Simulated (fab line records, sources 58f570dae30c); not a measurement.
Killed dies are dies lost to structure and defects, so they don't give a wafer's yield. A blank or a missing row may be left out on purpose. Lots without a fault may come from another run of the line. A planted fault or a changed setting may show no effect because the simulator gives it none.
A struck lot beside a sound one | flow berkeley_cmos170 | 15 steps out of a route of 331
Sound: wafers L394.2, L394.4, L394.5. Struck: wafers L386.1, L386.5, L386.6. The cause comes at the end.
At each step with rows: each side's tool, then ch and its chambers, then its first start. Under that, the readings that differ: sound wafers | struck wafers | difference of the means | sigmas: that difference in standard deviations of wafers without a fault.
alike: readings whose means differ by less than 2 such deviations, and words and numbers that are the same on both sides. not compared: withheld readings, readings that some wafer has no value for, bounds like >300 that may hide the same value, and numbers for which the record gives no deviation and whose values overlap.
The two part at a step that has a row with sigmas, a row that says differs or no value, or rows on one side only. Numbers that don't overlap but have no deviation are shown without sigmas and don't part them. A reading that every wafer of one side lacks parts them only if that side has two wafers or more.

UCB170_NWELL_THK_MEAS_02:
  sound on film_metro-03, day 5 00:26; struck on film_metro-01, day 3 14:47
  alike: NWELL_OXIDE_THK
then, 2 steps without rows for these wafers: UCB170_NWELL_ANNEAL_03 (time 900 s); UCB170_NWELL_CVD_04 (deposits Si3N4 from SiH2Cl2/NH3, target thk 224 nm, time 3360 s).
UCB170_NWELL_THK_MEAS_05:
  sound on film_metro-03, day 5 03:44; struck on film_metro-01, day 3 20:34
  alike: NWELL_NITRIDE_THK
then, 6 steps without rows for these wafers: UCB170_NWELL_HMDS_06 (prime time 60 s); UCB170_NWELL_COAT_07 (resist thk 900 nm); UCB170_NWELL_SOFTBAKE_08 (time 60 s); UCB170_NWELL_EXPOSE_09 (exposes mask NWELL, target cd 3000 nm); UCB170_NWELL_PEB_10; UCB170_NWELL_DEVELOP_11 (develop time 45 s).
UCB170_NWELL_OVL_MEAS_12:
  sound on overlay-01, day 5 05:08; struck on overlay-01, day 3 21:46
  alike: NWELL_OVL
UCB170_NWELL_ETCH_13: etches Si3N4 in CH3F/Ar/O2, stops on SiO2, target depth 246.4 nm, time 154 s.
  sound on rie_diel-01 ch 0,3, day 5 05:10; struck on rie_diel-02 ch 0,1,3, day 3 21:49
  alike: drypump_motor_current_A, mfc_ar_sccm, oes_product_au, throttle_valve_pct
  not compared: rf_hours_counter_h
UCB170_NWELL_IMPLANT_14:
  sound on implanter-03 ch 0, day 5 05:18; struck on implanter-04 ch 0, day 3 21:55
  reading            | sound             | struck            | difference | sigmas
  tilt_deg (degrees) | 7.015 6.966 7.006 | 7.690 7.702 7.647 | +0.684     | +38
UCB170_NWELL_STRIP_15: strips in O2.
  sound on plasma_asher-01 ch 0,1, day 5 05:26; struck on plasma_asher-03 ch 0,1, day 3 22:04
  alike: drypump_motor_current_A, oes_product_au, strip_time_to_endpoint_s
  not compared: rf_hours_counter_h
-- the record jumps here: 5 days lie between the struck wafers' starts before and after (it left off in module NWELL and takes up again in module M3, whose first step shown is number 331 of the route) --
UCB170_M3_PROBE_99:
  the record has rows for the struck wafers here (prober-01, day 9 06:35) and none for the sound ones

WHERE THEY PART
First at UCB170_NWELL_IMPLANT_14; last, within this record, at UCB170_M3_PROBE_99.

WHY: what the simulator had put in
Process parameter drift: implanter-04, from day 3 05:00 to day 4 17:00, at UCB170_NWELL_IMPLANT_14. Setting tilt_deg, moved by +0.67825, from 7. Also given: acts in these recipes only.
